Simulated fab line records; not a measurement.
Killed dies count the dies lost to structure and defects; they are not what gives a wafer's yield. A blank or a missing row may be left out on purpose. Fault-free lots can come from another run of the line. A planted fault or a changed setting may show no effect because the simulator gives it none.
Struck lot and sound lot, side by side -- flow berkeleyCmos170 -- 14 steps out of a route of 331
Sound: the wafers L204.1, L204.2, L204.5. Wafers L209.1, L209.3, L209.6 were the ones struck. The cause is given at the end.
For every step that has rows: the tool of each side, followed by ch and its chambers, followed by its first start. Under that, the readings that differ: sound wafers -- struck wafers -- difference of the means -- sigmas: that difference in standard deviations of wafers without a fault.
alike: words and numbers the same on both sides, and readings whose means are apart by under 2 such deviations; not compared: readings that were withheld, readings missing a value for some wafer, numbers with overlapping values and no deviation given by the record, and bounds like >300 which may hide the same value.
Wherever a step has rows on one side only, a row that says differs or no value, or a row with sigmas, the two part there. Numbers that don't overlap but have no deviation are shown without sigmas and don't part them. A reading missing from all wafers of one side parts the sides only when that side holds two or more wafers.

first, 1 step without rows for these wafers: UCB170_CONTACT_CLEAN_07 (cleans in SPM, time 600 s).
UCB170_CONTACT_RTA_08: time 10 s.
  sound on rtpAnneal-02 ch 0, day 9 03:26; struck on rtpAnneal-01 ch 0, day 10 05:43
reading,sound,struck,difference,sigmas
lampPowerPct (%),25.2 25.2 25.2,26.2 26.2 26.2,+1.0,+2
  alike: wafer_temp_C_max
then, 6 steps without rows for these wafers: UCB170_CONTACT_COAT_09; UCB170_CONTACT_COAT_10 (resist thk 900 nm); UCB170_CONTACT_SOFTBAKE_11 (time 60 s); UCB170_CONTACT_EXPOSE_12 (exposes mask CONT, target cd 700 nm); UCB170_CONTACT_PEB_13; UCB170_CONTACT_DEVELOP_14 (develop time 45 s).
UCB170_CONTACT_CD_MEAS_15: target cd 700 nm.
  sound: cdSem-02 at day 9 04:43; struck: cdSem-02 at day 10 07:20
  alike: cdNm
UCB170_CONTACT_OVL_MEAS_16:
  sound: overlay-02 at day 9 04:50; struck: overlay-02 at day 10 07:28
  alike: CONTACT_OVL
UCB170_CONTACT_ETCH_17: etches BARC in N2/H2.
  sound on rieDiel-03 ch 1,2, day 9 04:52; struck on rieDiel-01 ch 1,2,3, day 10 07:30
  alike: drypumpMotorCurrentA, oesProductAu, throttleValvePct
UCB170_CONTACT_ETCH_18: etches PSG in CHF3/CF4/Ar, stops on TiSi2, target depth 840 nm, time 195 s.
  sound on rieDiel-03 ch 1,2; struck on rieDiel-01 ch 1,2,3
  alike: CHF3_flow_sccm, drypumpMotorCurrentA, oesProductAu, throttleValvePct
  not compared: rfHoursCounterH
UCB170_CONTACT_STRIP_19: strips in O2.
  sound on plasmaAsher-04 ch 0,1, day 9 05:02; struck on plasmaAsher-01 ch 0, day 10 07:40
  no value came back on the struck wafers for chamberPressureMTorr (mTorr), drypumpMotorCurrentA (A), oesProductAu (a.u.); on the sound wafers chamberPressureMTorr (mTorr) reads 3501 3497 3500
reading,sound,struck,difference,sigmas
model.KrF_of_CONTACT_COAT_10.thkNm (nm),0 0 0,696.5 692.2 702.7,+697.1,
  not compared: rfHoursCounterH
UCB170_CONTACT_CD_MEAS_90: target cd 700 nm.
  sound: cdSem-02 at day 9 05:08; struck: cdSem-02 at day 10 07:46
  alike: cdNm

## WHERE THEY PART
Last at UCB170_CONTACT_STRIP_19 as far as this record goes, first at UCB170_CONTACT_RTA_08. Later steps at which nothing parts them and some readings are alike: UCB170_CONTACT_CD_MEAS_90.

WHY: whatever the simulator had introduced
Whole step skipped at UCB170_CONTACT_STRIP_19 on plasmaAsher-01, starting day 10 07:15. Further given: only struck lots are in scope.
